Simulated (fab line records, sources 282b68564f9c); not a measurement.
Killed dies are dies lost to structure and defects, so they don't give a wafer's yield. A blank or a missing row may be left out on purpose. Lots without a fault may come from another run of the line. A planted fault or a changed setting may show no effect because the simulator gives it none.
fab line records | flow rit_cmos
record lots=7 wafers=21 last_day=7
route steps=202 shown NLDD@106 PLDD@114
lots that met no fault: from a run of the same line without faults
start_h: hours from the record's first day to the start of the lot's first wafer shown | wait_h: hours since the lot's step before | " the same as in the row above | L1.1+2: a row that stands for several wafers | - no value, or no start given | * or withheld: withheld | < > ~ a bound
route shown NAME@n: a module of which the file shows steps, and the number in the route of the first | usual: mean/standard deviation of fault-free wafers | same: alike in all rows | chamber/n: place in a boat | sites: the reading at each site | _std_site: their standard deviation | _edge_site: outer sites' mean less inner sites' | radius_mm: how far each site lies from the wafer's centre | mask NAME#n: copy n | behind: the tool/chamber that last shaped the wafer | hold: why the lot was held/for how many hours/how that ended | device: the transistor (n, p or np) that didn't switch | end of line: the same wafers' tests at the end of the route | a step without rows: its recipe alone | killed: dies lost to structure and defects at the first sort, not the wafer's yield | map: a wafer's dies, x killed, . not, _ none there
set.NAME: the setting as run; set.NAME@STEP: as run at that earlier step | model.NAME: the simulator's own value behind a step, which no gauge read
lots at some steps of the route; a table a step, a row a wafer
services: from which hour (start_h, from the record's first day; less than 0 if before it) a tool's chamber was out of use, for how many hours, and why
## steps
# step RIT_NLDD_EXPOSE_03
# recipe mask_id=M7 na=0.57 target_cd_nm=40700 dose_mj=250
# step RIT_NLDD_PEB_04
# recipe resist=NOVOLAK temp_c=withheld time_s=withheld
# step RIT_NLDD_DEVELOP_05
# recipe resist=NOVOLAK develop_time_s=50 dev_temp_c=23
# step RIT_NLDD_OVL_MEAS_06
# usual NLDD_OVL=0.1/1.4
# columns lot.wafer tool chamber start_h wait_h NLDD_OVL[nm]
L354.4 overlay-02 - 73.82 - -0.8
L354.5 " - " " 1.0
L354.6 " - " " -0.4
L357.2 overlay-02 - 90.53 - 2.6
L357.4 " - " " 3.3
L357.6 " - " " 1.6
L358.1 overlay-01 - 90.64 - -3.5
L358.3 " - " " 1.0
L358.6 " - " " -0.5
L359.1 overlay-01 - 97.33 - 0.0
L359.2 " - " " 2.1
L359.3 " - " " 0.4
L360.1 overlay-02 - 103.35 - 0.0
L360.3 " - " " -0.4
L360.6 " - " " -0.6
L363.1 overlay-01 - 118.43 - -0.7
L363.5 " - " " 1.1
L363.6 " - " " 1.6
L371.3 overlay-01 - 155.96 - -1.1
L371.5 " - " " 0.2
L371.6 " - " " -2.4
# step RIT_NLDD_HARDBAKE_07
# recipe resist=NOVOLAK temp_c=140 time_s=60
# step RIT_NLDD_IMPLANT_08
# recipe species=P energy_kev=20 dose_cm2=5e+14 tilt_deg=7
# step RIT_NLDD_STRIP_09
# recipe chemistry=O2 time_s=180 resist=NOVOLAK platen_temp_c=withheld power_w=508 pressure_mtorr=4000 o2_flow_sccm=4000
# usual drypump_motor_current_A=5.4/0.42
# columns lot.wafer tool chamber start_h wait_h drypump_motor_current_A rf_hours_counter_h
L354.4 plasma_asher-01 0 74.41 0.1 4.8 -
L354.5 " 0 " " 4.8 -
L354.6 " 1 " " 5.9 -
L357.2 plasma_asher-03 0 90.86 0.1 5.3 45
L357.4 " 1 " " 5.2 -
L357.6 " 0 " " 5.3 -
L358.1 plasma_asher-01 0 90.98 0.1 4.7 31
L358.3 " 1 " " 5.9 -
L358.6 " 1 " " 5.9 -
L359.1 plasma_asher-03 1 97.67 0.1 5.2 45
L359.2 " 0 " " 5.3 45
L359.3 " 1 " " 5.2 -
L360.1 plasma_asher-04 1 103.68 0.1 5.8 44
L360.3 " 1 " " 5.8 -
L360.6 " 1 " " 5.8 -
L363.1 plasma_asher-01 0 118.76 0.1 4.7 35
L363.5 " 1 " " 5.9 -
L363.6 " 0 " " 4.8 -
L371.3 plasma_asher-01 0 156.34 0.1 4.8 -
L371.5 " 1 " " 5.9 -
L371.6 " 0 " " 4.8 -
# step RIT_NLDD_TW_MEAS_10
# usual NLDD_TW=2482/11
# columns lot.wafer tool chamber start_h wait_h NLDD_TW
L354.4 film_metro-03 - 74.56 0.1 2474
L354.5 " - " " 2479
L354.6 " - " " 2482
L357.2 film_metro-03 - 91.05 0.1 2479
L357.4 " - " " 2471
L357.6 " - " " 2474
L358.1 film_metro-04 - 91.15 0.1 2481
L358.3 " - " " 2468
L358.6 " - " " 2470
L359.1 film_metro-03 - 97.84 0.1 2469
L359.2 " - " " 2477
L359.3 " - " " 2488
L360.1 film_metro-02 - 103.86 0.1 2487
L360.3 " - " " 2499
L360.6 " - " " 2475
L363.1 film_metro-02 - 118.94 0.1 2479
L363.5 " - " " 2482
L363.6 " - " " 2487
L371.3 film_metro-04 - 156.48 0.1 2473
L371.5 " - " " 2477
L371.6 " - " " 2491
# step RIT_PLDD_HMDS_00
# recipe prime_time_s=60 prime_temp_c=140
# step RIT_PLDD_COAT_01
# recipe resist=NOVOLAK spin_rpm=3250 resist_thk_nm=1000
# step RIT_PLDD_SOFTBAKE_02
# recipe resist=NOVOLAK temp_c=90 time_s=60
# step RIT_PLDD_EXPOSE_03
# recipe mask_id=M8 na=0.57 target_cd_nm=40900 dose_mj=250
# step RIT_PLDD_PEB_04
# recipe resist=NOVOLAK temp_c=withheld time_s=withheld
# usual chill_plate_temp_C=* exhaust_pa=45.0/0.88
# columns lot.wafer tool chamber start_h wait_h chill_plate_temp_C exhaust_pa
L354.4 litho_track-01 0 75.23 0.1 * 45.1
L354.5 " 0 " " * 45.2
L354.6 " 0 " " * 45.3
L357.2 litho_track-01 0 91.69 0.1 * 45.1
L357.4 " 0 " " * 45.1
L357.6 " 0 " " * 43.9
L358.1 litho_track-04 - 91.78 0.1 - -
L358.3 " - " " - -
L358.6 " - " " - -
L359.1 litho_track-02 - 98.59 0.1 - -
L359.2 " - " " - -
L359.3 " - " " - -
L360.1 litho_track-01 - 104.73 0.3 - -
L360.3 " - " " - -
L360.6 " - " " - -
L363.1 litho_track-04 0 119.56 0.1 * 45.3
L363.5 " 0 " " * 45.7
L363.6 " 0 " " * 45.2
L371.3 litho_track-04 0 157.42 0.2 * 45.4
L371.5 " 0 " " * 46.3
L371.6 " 0 " " * 45.6
# step RIT_PLDD_DEVELOP_05
# recipe resist=NOVOLAK develop_time_s=50 dev_temp_c=23
## services
# columns tool chamber start_h hours kind
plasma_asher-04 - 62.96 15.9 pm
plasma_asher-03 - 107.08 5.2 repair
plasma_asher-03 - 112.27 9.0 pm
plasma_asher-03 0 112.27 9.0 vent_cycle
plasma_asher-03 1 112.27 9.0 vent_cycle
plasma_asher-03 0 121.27 - clean
plasma_asher-03 1 121.27 - clean
## key
first_sign step=RIT_PLDD_PEB_04 reading=tool_record direction=missing
effect none on later readings
met_at RIT_PLDD_PEB_04
struck_wafers L358.1,L358.3,L358.6,L359.1,L359.2,L359.3,L360.1,L360.3,L360.6
sort_left_out L358.1,L358.3,L358.6,L359.1,L359.2,L359.3,L360.1,L360.3,L360.6
tester_left_out L358,L359,L360
onset_between 91.69 91.78
fault kind=skipped_step_whole tool=litho_track-01,litho_track-02,litho_track-04 chamber=- onset_h=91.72 steps=RIT_PLDD_PEB_04 scope=struck_lots_only
# tester_left_out: of these lots the tester's yield and bins aren't shown, on N5 and GAA mostly nor the transistor test; their killed dies are dies lost to structure and defects alone, not to doping, threshold or leakage, so they don't give the yield
# sort_left_out: the simulated sort isn't trusted on such a fault, so these wafers' sort isn't shown, and their yield isn't known
